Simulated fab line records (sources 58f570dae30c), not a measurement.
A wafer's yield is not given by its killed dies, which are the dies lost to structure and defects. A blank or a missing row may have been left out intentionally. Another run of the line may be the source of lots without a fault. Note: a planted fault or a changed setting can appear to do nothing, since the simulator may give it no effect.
fab line records + flow berkeley_cmos170
[record]
- lots = 6
- wafers = 18
- last_day = 13
route steps=331 shown GATE@129
lots untouched by any fault: they come from a run of this same line in which no faults occurred
start_h: the number of hours between the record's first day and the start of the first shown wafer of the lot + wait_h: hours from the lot's prior step to this one + " the same as in the row above + L1.1+2: a single row standing in for several wafers + - no value, or no start given + * or withheld: withheld + < > ~ a bound
route shown NAME@n: a module of which the file shows steps, and the number in the route of the first + usual: the fault-free wafers' mean and standard deviation + same: alike in all rows + chamber/n: place in a boat + sites: readings site by site + _std_site: their standard deviation + _edge_site: inner sites' mean taken away from outer sites' mean + radius_mm: for every site, how far away it sits from the centre of the wafer + mask NAME#n: copy n + behind: the tool/chamber that last shaped the wafer + hold: cause of the lot's hold/its duration in hours/its outcome + device: the transistor (n, p or np) that didn't switch + end of line: at the end of the route, the tests of the same wafers + a step given without rows: its recipe and nothing more + killed: not the wafer's yield, but the dies lost to structure and defects at the first sort + map: dies across one wafer; x = killed, . = not, _ = none there
set.NAME: the setting the step ran with; set.NAME@STEP: the setting that earlier step ran with + model.NAME: the simulator's own value behind a step, which no gauge read
lots at some steps of the route; a table a step, a row a wafer
services: from which hour (start_h, from the record's first day; less than 0 if before it) a tool's chamber was out of use, for how many hours, and why
[[steps]]
[step UCB170_GATE_ANNEAL_03]
[recipe]
- temp_c = 900
- time_s = 1800
- ambient = N2
[step UCB170_GATE_CVD_04]
[recipe]
- material = poly-Si
- temp_c = 610
- precursor = SiH4
- time_s = 1440
- pressure_mtorr = 375
- target_thk_nm = 214
- sih4_flow_sccm = 120
[step UCB170_GATE_THK_MEAS_05]
[recipe]
- reads = poly-Si_of_GATE_CVD_04
[usual]
- GATE_POLY_THK = 214.2/2.3
| lot.wafer | tool          | chamber | start_h | wait_h | GATE_POLY_THK[nm] |
|-----------|---------------|---------|---------|--------|-------------------|
| L748.1    | film_metro-02 | -       | 154.93  | 0.1    | 213.9             |
| L748.3    | "             | -       | "       | "      | 214.7             |
| L748.5    | "             | -       | "       | "      | 212.8             |
| L751.3    | film_metro-01 | -       | 164.25  | 0.0    | 214.8             |
| L751.4    | "             | -       | "       | "      | 212.2             |
| L751.6    | "             | -       | "       | "      | 212.1             |
| L756.2    | film_metro-04 | -       | 187.55  | 0.0    | 210.8             |
| L756.3    | "             | -       | "       | "      | 209.9             |
| L756.5    | "             | -       | "       | "      | 210.3             |
| L757.1    | film_metro-04 | -       | 187.66  | 0.1    | 213.3             |
| L757.3    | "             | -       | "       | "      | 210.9             |
| L757.4    | "             | -       | "       | "      | 211.8             |
| L766.1    | film_metro-04 | -       | 242.27  | 0.0    | 213.3             |
| L766.2    | "             | -       | "       | "      | 214.2             |
| L766.6    | "             | -       | "       | "      | 213.7             |
| L771.3    | film_metro-02 | -       | 269.14  | 0.0    | 219.0             |
| L771.4    | "             | -       | "       | "      | 218.0             |
| L771.6    | "             | -       | "       | "      | 216.9             |
[step UCB170_GATE_COAT_06]
[recipe]
- resist = BARC
- temp_c = withheld
- time_s = withheld
- spin_rpm = 3000
- resist_thk_nm = withheld
[step UCB170_GATE_COAT_07]
[recipe]
- resist = KrF
- spin_rpm = 1500
- resist_thk_nm = 900
[step UCB170_GATE_SOFTBAKE_08]
[recipe]
- resist = KrF
- temp_c = 130
- time_s = 60
[step UCB170_GATE_EXPOSE_09]
[recipe]
- mask_id = POLY
- target_cd_nm = 350
- na = 0.5
- sigma_outer = 0.6
- source_shape = conventional
- dose_mj = 21
[step UCB170_GATE_PEB_10]
[recipe]
- peb_temp_c = 130
- peb_time_s = withheld
- resist = KrF
[step UCB170_GATE_DEVELOP_11]
[recipe]
- developer = TMAH
- develop_time_s = 45
- resist = KrF
- dev_temp_c = 21
[step UCB170_GATE_CD_MEAS_12]
[recipe]
- target_cd_nm = 350
[usual]
- cd_nm = 349.9/1.1
| lot.wafer | tool      | chamber | start_h | wait_h | cd_nm |
|-----------|-----------|---------|---------|--------|-------|
| L748.1    | cd_sem-01 | -       | 156.37  | -      | 350.0 |
| L748.3    | "         | -       | "       | "      | 350.1 |
| L748.5    | "         | -       | "       | "      | 349.1 |
| L751.3    | cd_sem-01 | -       | 165.37  | -      | 349.5 |
| L751.4    | "         | -       | "       | "      | 350.3 |
| L751.6    | "         | -       | "       | "      | 348.5 |
| L756.2    | cd_sem-02 | -       | 188.53  | -      | 350.7 |
| L756.3    | "         | -       | "       | "      | 351.0 |
| L756.5    | "         | -       | "       | "      | 350.8 |
| L757.1    | cd_sem-01 | -       | 189.20  | -      | 348.5 |
| L757.3    | "         | -       | "       | "      | 349.3 |
| L757.4    | "         | -       | "       | "      | 350.0 |
| L766.1    | cd_sem-01 | -       | 243.98  | -      | 349.5 |
| L766.2    | "         | -       | "       | "      | 348.3 |
| L766.6    | "         | -       | "       | "      | 348.6 |
| L771.3    | cd_sem-02 | -       | 270.60  | -      | 349.8 |
| L771.4    | "         | -       | "       | "      | 351.6 |
| L771.6    | "         | -       | "       | "      | 350.0 |
[step UCB170_GATE_OVL_MEAS_13]
[usual]
- GATE_OVL = 1/5.8
| lot.wafer | tool       | chamber | start_h | wait_h | GATE_OVL[nm] |
|-----------|------------|---------|---------|--------|--------------|
| L748.1    | overlay-01 | -       | 156.49  | 0.1    | 8            |
| L748.3    | "          | -       | "       | "      | 2            |
| L748.5    | "          | -       | "       | "      | 0            |
| L751.3    | overlay-01 | -       | 165.46  | 0.1    | 3            |
| L751.4    | "          | -       | "       | "      | -3           |
| L751.6    | "          | -       | "       | "      | -1           |
| L756.2    | overlay-01 | -       | 188.64  | 0.1    | 12           |
| L756.3    | "          | -       | "       | "      | 13           |
| L756.5    | "          | -       | "       | "      | 10           |
| L757.1    | overlay-02 | -       | 189.32  | 0.1    | -5           |
| L757.3    | "          | -       | "       | "      | -5           |
| L757.4    | "          | -       | "       | "      | 1            |
| L766.1    | overlay-01 | -       | 244.10  | 0.1    | 4            |
| L766.2    | "          | -       | "       | "      | 1            |
| L766.6    | "          | -       | "       | "      | 1            |
| L771.3    | overlay-02 | -       | 270.69  | 0.1    | -3           |
| L771.4    | "          | -       | "       | "      | -4           |
| L771.6    | "          | -       | "       | "      | 0            |
[step UCB170_GATE_ETCH_14]
[recipe]
- chemistry = N2/H2
- target_depth_a = withheld
- overetch_a = withheld
- target = BARC
- time_s = withheld
- source_w = 500
- bias_w = 100
- pressure_mtorr = 30
- n2_flow_sccm = 100
- h2_flow_sccm = 200
[usual]
- drypump_motor_current_A = 5.9/0.49
- oes_product_au = 1.005/0.015
- throttle_valve_pct = 13.30/0.12
| lot.wafer | tool        | chamber | start_h | wait_h | drypump_motor_current_A | oes_product_au | throttle_valve_pct |
|-----------|-------------|---------|---------|--------|-------------------------|----------------|--------------------|
| L748.1    | rie_diel-01 | 1       | 156.53  | 0.0    | 6.1                     | 0.995          | 13.09              |
| L748.3    | "           | 2       | "       | "      | 5.7                     | 0.990          | 13.29              |
| L748.5    | "           | 2       | "       | "      | 5.7                     | 0.975          | 13.29              |
| L751.3    | rie_diel-02 | 2       | 165.49  | 0.0    | 5.6                     | 0.999          | 13.46              |
| L751.4    | "           | 1       | "       | "      | 6.2                     | 0.986          | 13.10              |
| L751.6    | "           | 0       | "       | "      | 5.8                     | 1.004          | 13.43              |
| L756.2    | rie_diel-01 | 0       | 188.67  | 0.0    | 6.6                     | 1.004          | 13.27              |
| L756.3    | "           | 1       | "       | "      | 6.1                     | 1.001          | 13.09              |
| L756.5    | "           | 2       | "       | "      | 5.7                     | 0.964          | 13.29              |
| L757.1    | rie_diel-02 | 2       | 189.36  | 0.0    | 5.6                     | 1.008          | 13.46              |
| L757.3    | "           | 3       | "       | "      | 6.4                     | 1.007          | 13.50              |
| L757.4    | "           | 0       | "       | "      | 5.8                     | 1.021          | 13.42              |
| L766.1    | rie_diel-04 | 0       | 244.14  | 0.0    | 5.6                     | 0.989          | 13.19              |
| L766.2    | "           | 2       | "       | "      | 5.9                     | 1.015          | 13.30              |
| L766.6    | "           | 2       | "       | "      | 5.8                     | 1.018          | 13.30              |
| L771.3    | rie_diel-02 | 1       | 270.71  | 0.0    | 6.2                     | 0.988          | 13.11              |
| L771.4    | "           | 0       | "       | "      | 5.8                     | 1.010          | 13.42              |
| L771.6    | "           | 3       | "       | "      | 6.5                     | 1.000          | 13.51              |
[step UCB170_GATE_ETCH_15]
[recipe]
- chemistry = HBr/Cl2
- target = poly-Si
- stop_on = SiO2
- over_etch_frac = 0.3
- icp_w = 300
- bias_w = 150
- time_s = 56.3
- pressure_mtorr = 15
- HBr_flow_sccm = 150
- Cl2_flow_sccm = 50
- target_depth_a = 2782
[usual]
- drypump_motor_current_A = 5.9/0.57
- oes_product_au = 0.830/0.01
- run_length_s = 84.6/0.57
- throttle_valve_pct = 26.49/0.22
| lot.wafer | tool      | chamber | start_h | wait_h | drypump_motor_current_A | oes_product_au | rf_hours_counter_h | run_length_s | throttle_valve_pct | model.KrF_of_GATE_COAT_07.thk_nm | model.GATE.feature_depth_nm | model.etch.depth_nm |
|-----------|-----------|---------|---------|--------|-------------------------|----------------|--------------------|--------------|--------------------|----------------------------------|-----------------------------|---------------------|
| L748.1    | rie_si-02 | 0       | 156.57  | -      | 6.7                     | 0.830          | 5                  | 85.4         | 26.30              | 773.9                            | 213.9                       | 213.9               |
| L748.3    | "         | 2       | "       | "      | 6.7                     | 0.819          | 1                  | 85.2         | 26.55              | 773.6                            | 214.5                       | 214.5               |
| L748.5    | "         | 0       | "       | "      | 6.7                     | 0.827          | -                  | 85.4         | 26.29              | 773.5                            | 212.8                       | 212.8               |
| L751.3    | rie_si-01 | 1       | 165.53  | -      | 6.1                     | 0.840          | 88                 | 84.6         | 26.63              | 780.6                            | 214.8                       | 214.7               |
| L751.4    | "         | 3       | "       | "      | 4.9                     | 0.828          | 2                  | 84.4         | 26.81              | 777                              | 212.2                       | 212.2               |
| L751.6    | "         | 1       | "       | "      | 6.1                     | 0.840          | -                  | 84.5         | 26.64              | 777.4                            | 212.2                       | 212.1               |
| L756.2    | rie_si-02 | 3       | 188.71  | -      | 5.9                     | 1.016          | 16                 | 62.3         | 26.28              | 817.5                            | 170.3                       | 170.3               |
| L756.3    | "         | 0       | "       | "      | 6.7                     | 1.006          | 5                  | 63.1         | 26.30              | 816.2                            | 169.6                       | 169.6               |
| L756.5    | "         | 0       | "       | "      | 6.7                     | 1.014          | -                  | 62.8         | 26.31              | 816.3                            | 170.1                       | 170.1               |
| L757.1    | rie_si-02 | 1       | 189.40  | -      | 5.8                     | 0.986          | 2                  | 62.6         | 26.73              | 818.2                            | 164.4                       | 164.4               |
| L757.3    | "         | 0       | "       | "      | 6.7                     | 1.007          | 5                  | 62.9         | 26.29              | 815.9                            | 169.7                       | 169.7               |
| L757.4    | "         | 2       | "       | "      | 6.7                     | 0.993          | 1                  | 62.4         | 26.53              | 822.3                            | 165.3                       | 165.3               |
| L766.1    | rie_si-01 | 1       | 244.18  | -      | 6.1                     | 0.841          | 89                 | 84.6         | 26.64              | 781.5                            | 213.5                       | 213.5               |
| L766.2    | "         | 3       | "       | "      | 4.9                     | 0.844          | 2                  | 84.6         | 26.81              | 783.8                            | 214.3                       | 214.2               |
| L766.6    | "         | 0       | "       | "      | 5.4                     | 0.824          | -                  | 83.9         | 26.44              | 785.1                            | 213.5                       | 213.5               |
| L771.3    | rie_si-01 | 2       | 270.75  | -      | 5.9                     | 0.838          | 84                 | 84.0         | 26.21              | 778.3                            | 219.1                       | 219.1               |
| L771.4    | "         | 1       | "       | "      | 6.1                     | 0.842          | 89                 | 84.1         | 26.63              | 774.1                            | 218.1                       | 218.1               |
| L771.6    | "         | 2       | "       | "      | 5.8                     | 0.833          | -                  | 83.8         | 26.23              | 778.2                            | 216.9                       | 216.9               |
[step UCB170_GATE_STRIP_16]
[recipe]
- chemistry = O2
- power_w = 400
- pressure_mtorr = 3500
- platen_temp_c = withheld
- o2_flow_sccm = 400
- overash_fraction = 0.5
[usual]
- drypump_motor_current_A = 5.7/0.5
- oes_product_au = 0.725/0.0043
| lot.wafer | tool            | chamber | start_h | wait_h | drypump_motor_current_A | oes_product_au | rf_hours_counter_h |
|-----------|-----------------|---------|---------|--------|-------------------------|----------------|--------------------|
| L748.1    | plasma_asher-04 | 0       | 156.62  | 0.0    | 6.2                     | 0.727          | 37                 |
| L748.3    | "               | 1       | "       | "      | 5.4                     | 0.716          | -                  |
| L748.5    | "               | 1       | "       | "      | 5.4                     | 0.726          | -                  |
| L751.3    | plasma_asher-02 | 1       | 165.61  | 0.1    | 5.7                     | 0.732          | -                  |
| L751.4    | "               | 0       | "       | "      | 5.6                     | 0.737          | -                  |
| L751.6    | "               | 1       | "       | "      | 5.7                     | 0.719          | -                  |
| L756.2    | plasma_asher-02 | 1       | 188.76  | 0.0    | 5.7                     | 0.732          | 46                 |
| L756.3    | "               | 1       | "       | "      | 5.7                     | 0.726          | -                  |
| L756.5    | "               | 1       | "       | "      | 5.7                     | 0.731          | -                  |
| L757.1    | plasma_asher-04 | 1       | 189.45  | 0.0    | 5.3                     | 0.721          | 41                 |
| L757.3    | "               | 1       | "       | "      | 5.3                     | 0.731          | -                  |
| L757.4    | "               | 0       | "       | "      | 6.2                     | 0.725          | -                  |
| L766.1    | plasma_asher-01 | 0       | 244.23  | 0.0    | 6.1                     | 0.720          | 51                 |
| L766.2    | "               | 1       | "       | "      | 4.9                     | 0.730          | 51                 |
| L766.6    | "               | 0       | "       | "      | 6.2                     | 0.725          | -                  |
| L771.3    | plasma_asher-04 | 1       | 270.84  | 0.1    | 5.3                     | 0.719          | -                  |
| L771.4    | "               | 0       | "       | "      | 6.2                     | 0.721          | -                  |
| L771.6    | "               | 0       | "       | "      | 6.3                     | 0.729          | -                  |
[[services]]
| tool            | chamber | start_h | hours | kind           |
|-----------------|---------|---------|-------|----------------|
| plasma_asher-01 | -       | 134.24  | 14.6  | pm             |
| rie_diel-01     | 0       | 137.49  | 6.0   | repair         |
| rie_diel-01     | 2       | 162.83  | 6.9   | repair         |
| rie_diel-02     | 1       | 165.55  | 6.6   | repair         |
| rie_si-02       | -       | 167.47  | 4.0   | repair         |
| rie_si-02       | -       | 177.95  | 0.4   | repair         |
| plasma_asher-02 | -       | 180.40  | 4.5   | repair         |
| rie_diel-02     | 2       | 187.66  | 1.7   | repair         |
| rie_diel-04     | -       | 193.38  | 0.5   | repair         |
| rie_si-02       | -       | 203.72  | 20.0  | repair         |
| rie_diel-02     | 2       | 206.41  | -     | clean          |
| rie_diel-02     | 2       | 206.41  | 13.6  | scheduled_down |
| rie_diel-02     | 2       | 206.41  | 13.6  | vent_cycle     |
| rie_diel-02     | -       | 209.87  | 2.8   | pm             |
| rie_si-02       | 2       | 236.45  | 6.0   | repair         |
| rie_si-01       | 1       | 258.32  | 2.7   | repair         |
| rie_diel-01     | 3       | 270.27  | 4.0   | repair         |
[[key]]
[first_sign]
- step = UCB170_GATE_ETCH_15
- reading = run_length_s
- direction = down
- sigmas = 38
- usual = *
- struck = *
[effect]
- step = UCB170_GATE_ETCH_15
- reading = oes_product_au
- direction = up
- sigmas = 17
- usual = 0.830
- struck = 1.004
[model_effect]
- step = UCB170_GATE_ETCH_15
- value = KrF_of_GATE_COAT_07.thk_nm
- without = 773.6
- struck = 817.7
[more_kills_born_at]
- UCB170_GATE_ETCH_15@rie_si-02 = 785
met_at UCB170_GATE_ETCH_15
struck_wafers L756.2,L756.3,L756.5,L757.1,L757.3,L757.4
later_rows_left_out L756.2,L756.3,L756.5,L757.1,L757.3,L757.4
sort_left_out L756.2,L756.3,L756.5
tester_left_out L756,L757
onset_between 156.57 188.71
[fault]
- kind = process_parameter_drift
- tool = rie_si-02
- chamber = -
- onset_h = 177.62
- steps = UCB170_GATE_ETCH_15
- channel = time_s
- offset = *
- shape = step
- end_h = 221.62
- stated = *
// tester_left_out: of these lots the tester's yield and bins aren't shown, on N5 and GAA mostly nor the transistor test; their killed dies are dies lost to structure and defects alone, not to doping, threshold or leakage, so they don't give the yield
// sort_left_out: the simulated sort isn't trusted on such a fault, so these wafers' sort isn't shown, and their yield isn't known
// later_rows_left_out: the simulator's readings of these wafers behind a module that went badly wrong aren't trusted and aren't shown, but for the sort
